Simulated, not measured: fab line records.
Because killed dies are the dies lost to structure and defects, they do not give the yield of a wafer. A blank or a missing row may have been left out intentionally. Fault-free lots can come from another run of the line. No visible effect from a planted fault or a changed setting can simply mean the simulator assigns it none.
Struck lot and sound lot, side by side | flow berkeley_cmos170 | 14 steps out of a route of 331
Sound: wafers L140.3, L140.4, L140.5. Wafers L149.2, L149.3, L149.4 were the ones struck. Last of all comes the cause.
Per side, at each step with rows, come the tool, then ch with its chambers, and then its first start. Under that, the readings that differ: sound wafers | struck wafers | difference of the means | sigmas: that difference in standard deviations of wafers without a fault.
alike: same words and numbers on both sides, and readings whose means sit less than 2 such deviations apart. not compared: any withheld reading, any reading some wafer has no value for, any bound like >300 that may hide the same value, and any number with overlapping values for which the record gives no deviation.
Wherever a step has rows on one side only, a row that says differs or no value, or a row with sigmas, the two part there. When numbers do not overlap yet have no deviation, they are printed without sigmas and do not part them. A reading missing from all wafers of one side parts the sides only when that side holds two or more wafers.

first, 5 steps without rows for these wafers: UCB170_PWELL_CLEAN_18 (cleans in SPM, time 600 s); UCB170_PWELL_WET_ETCH_19 (etches Si3N4 in H3PO4, time 14400 s); UCB170_PWELL_WET_ETCH_20 (etches SiO2 in BOE, time 22 s); UCB170_WELLDRIVE_CLEAN_00 (cleans in SPM, time 600 s); UCB170_WELLDRIVE_OXIDATION_01 (target thk 199 nm, ox time 9000 s).
UCB170_WELLDRIVE_THK_MEAS_02:
  sound: film_metro-01 at day 5 05:19; struck: film_metro-04 at day 6 23:29
  alike: WELLDRIVE_OXIDE_THK
then, 5 steps without rows for these wafers: UCB170_WELLDRIVE_ANNEAL_03 (time 900 s); UCB170_WELLDRIVE_WET_ETCH_04 (etches SiO2 in BOE, time 120 s); UCB170_ACTIVE_CLEAN_00 (cleans in SPM, time 600 s); UCB170_ACTIVE_CLEAN_01 (cleans in dHF, time 60 s); UCB170_ACTIVE_OXIDATION_02 (target thk 26.4 nm, ox time 1260 s).
UCB170_ACTIVE_THK_MEAS_03:
  sound: film_metro-01 at day 5 13:57; struck: film_metro-02 at day 7 07:32
  alike: ACTIVE_OXIDE_THK
UCB170_ACTIVE_ANNEAL_04: time 900 s.
  struck on furnace-02, day 7 10:37; sound on furnace-04 ch 0, day 5 19:13
  no value came back on the struck wafers for spike_tc_centre_C (C), spike_tc_load_C (C), zone_power_source_pct (%); on the sound wafers spike_tc_centre_C (C) reads 1002.8 1004.8 1003.9
then, 1 step without rows for these wafers: UCB170_ACTIVE_CVD_05 (deposits Si3N4 from SiH2Cl2/NH3, target thk 220 nm, time 3300 s).

== WHERE THEY PART ==
Only at UCB170_ACTIVE_ANNEAL_04, as far as this record shows.

WHY: whatever the simulator had introduced
Whole step skipped at UCB170_ACTIVE_ANNEAL_04 on furnace-02, starting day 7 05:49. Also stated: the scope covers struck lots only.
